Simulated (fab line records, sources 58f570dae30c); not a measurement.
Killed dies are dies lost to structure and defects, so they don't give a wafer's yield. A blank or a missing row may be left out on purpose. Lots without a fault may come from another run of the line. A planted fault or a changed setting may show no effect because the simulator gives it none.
A struck lot beside a sound one | flow berkeley_cmos170 | 15 steps out of a route of 331
Sound: wafers L967.3, L967.5, L967.6. Struck: wafers L976.4, L976.5, L976.6. The cause comes at the end.
At each step with rows: each side's tool, then ch and its chambers, then its first start. Under that, the readings that differ: sound wafers | struck wafers | difference of the means | sigmas: that difference in standard deviations of wafers without a fault.
alike: readings whose means differ by less than 2 such deviations, and words and numbers that are the same on both sides. not compared: withheld readings, readings that some wafer has no value for, bounds like >300 that may hide the same value, and numbers for which the record gives no deviation and whose values overlap.
The two part at a step that has a row with sigmas, a row that says differs or no value, or rows on one side only. Numbers that don't overlap but have no deviation are shown without sigmas and don't part them. A reading that every wafer of one side lacks parts them only if that side has two wafers or more.

UCB170_V2_CMP_02: polishes SiO2.
  sound on cmp-01 ch 0,1,2, day 10 06:49; struck on cmp-02 ch 0,3, day 12 11:36
  alike: motor_current_A, slurry_filter_dp_kPa
UCB170_V2_BOW_MEAS_03:
  sound on film_metro-03, day 10 07:03; struck on film_metro-03, day 12 11:55
  alike: V2_BOW
UCB170_V2_THK_MEAS_04:
  sound on film_metro-03, day 10 07:09; struck on film_metro-03, day 12 12:00
  reading              | sound                | struck            | difference | sigmas
  V2_POLISHED_THK (nm) | 1001.2 1000.9 1004.1 | 998.9 998.7 998.7 | -3.3       | -3
then, 7 steps without rows for these wafers: UCB170_V2_CLEAN_05 (cleans in DIW); UCB170_V2_HMDS_06 (prime time 60 s); UCB170_V2_COAT_07 (resist thk 900 nm); UCB170_V2_SOFTBAKE_08 (time 60 s); UCB170_V2_EXPOSE_09 (exposes mask VIA2, target cd 700 nm); UCB170_V2_PEB_10; UCB170_V2_DEVELOP_11 (develop time 45 s).
UCB170_V2_CD_MEAS_12: target cd 700 nm.
  sound on cd_sem-02, day 10 09:55; struck on cd_sem-02, day 12 13:16
  alike: cd_nm
UCB170_V2_OVL_MEAS_13:
  sound on overlay-02, day 10 10:00; struck on overlay-02, day 12 13:21
  alike: V2_OVL
UCB170_V2_ETCH_14: etches SiO2 in CHF3/CF4/Ar, stops on Al, target depth 1250 nm, time 291 s.
  sound on rie_diel-02 ch 0,2,3, day 10 10:02; struck on rie_diel-02 ch 1,2,3, day 12 13:22
  reading                             | sound             | struck            | difference | sigmas
  model.KrF_of_V2_COAT_07.thk_nm (nm) | 618.2 617.3 622.8 | 654.9 653.3 650.8 | +33.6      |
  alike: drypump_motor_current_A, oes_product_au, throttle_valve_pct
  not compared: rf_hours_counter_h
UCB170_V2_STRIP_15: strips in O2.
  sound on plasma_asher-03 ch 0,1, day 10 10:14; struck on plasma_asher-04 ch 0,1, day 12 13:35
  reading                      | sound             | struck            | difference | sigmas
  strip_time_to_endpoint_s (s) | 15.51 15.47 15.62 | 16.30 16.27 16.21 | +0.73      | +6
  alike: drypump_motor_current_A, oes_product_au
  not compared: rf_hours_counter_h
UCB170_V2_CD_MEAS_90: target cd 700 nm.
  sound on cd_sem-01, day 10 10:21; struck on cd_sem-01, day 12 13:42
  reading    | sound             | struck            | difference | sigmas
  cd_nm (nm) | 701.3 703.9 702.4 | 699.3 698.4 698.2 | -3.9       | -3

WHERE THEY PART
First at UCB170_V2_THK_MEAS_04; last, within this record, at UCB170_V2_CD_MEAS_90.

WHY: what the simulator had put in
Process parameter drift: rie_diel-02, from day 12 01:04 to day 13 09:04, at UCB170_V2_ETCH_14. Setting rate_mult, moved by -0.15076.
